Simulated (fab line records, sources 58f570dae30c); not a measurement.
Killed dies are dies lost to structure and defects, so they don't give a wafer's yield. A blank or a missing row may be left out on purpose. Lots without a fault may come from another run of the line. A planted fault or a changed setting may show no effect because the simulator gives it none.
A struck lot beside a sound one | flow berkeley_cmos170 | 14 steps out of a route of 331
Sound: wafers L124.1, L124.2, L124.5. Struck: wafers L125.2, L125.5, L125.6. The cause comes at the end.
At each step with rows: each side's tool, then ch and its chambers, then its first start. Under that, the readings that differ: sound wafers | struck wafers | difference of the means | sigmas: that difference in standard deviations of wafers without a fault.
alike: readings whose means differ by less than 2 such deviations, and words and numbers that are the same on both sides. not compared: withheld readings, readings that some wafer has no value for, bounds like >300 that may hide the same value, and numbers for which the record gives no deviation and whose values overlap.
The two part at a step that has a row with sigmas, a row that says differs or no value, or rows on one side only. Numbers that don't overlap but have no deviation are shown without sigmas and don't part them. A reading that every wafer of one side lacks parts them only if that side has two wafers or more.

first, 4 steps without rows for these wafers: UCB170_NVT_SOFTBAKE_02 (time 60 s); UCB170_NVT_EXPOSE_03 (exposes mask PWELL, target cd 3000 nm); UCB170_NVT_PEB_04; UCB170_NVT_DEVELOP_05 (develop time 45 s).
UCB170_NVT_OVL_MEAS_06:
  sound on overlay-02, day 7 04:08; struck on overlay-02, day 7 13:50
  alike: NVT_OVL
then, 1 step without rows for these wafers: UCB170_NVT_IMPLANT_07.
UCB170_NVT_STRIP_08: strips in O2.
  sound on plasma_asher-01 ch 0,1, day 7 04:19; struck on plasma_asher-01 ch 0,1, day 7 14:01
  alike: chamber_pressure_mTorr, drypump_motor_current_A, oes_product_au, strip_time_to_endpoint_s
  not compared: rf_hours_counter_h
UCB170_NVT_TW_MEAS_09:
  sound on film_metro-01, day 7 04:25; struck on film_metro-01, day 7 14:07
  alike: NVT_TW
then, 4 steps without rows for these wafers: UCB170_NVT_CLEAN_10 (cleans in SPM, time 600 s); UCB170_PVT_HMDS_00 (prime time 60 s); UCB170_PVT_COAT_01 (resist thk 900 nm); UCB170_PVT_SOFTBAKE_02 (time 60 s).
UCB170_PVT_EXPOSE_03: exposes mask NWELL, target cd 3000 nm.
  sound on krf_scanner-01 ch 0, day 7 05:08; struck on krf_scanner-01, day 7 14:56
  no value came back on the struck wafers for exposure_dose_mJ_cm2, focus_offset_nm (nm); on the sound wafers exposure_dose_mJ_cm2 reads 29.999 29.997 29.986
  alike: mask
then, 1 step without rows for these wafers: UCB170_PVT_PEB_04.

WHERE THEY PART
Only at UCB170_PVT_EXPOSE_03, within this record.

WHY: what the simulator had put in
Skipped step whole: krf_scanner-01, from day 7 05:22 on, at UCB170_PVT_EXPOSE_03. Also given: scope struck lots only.
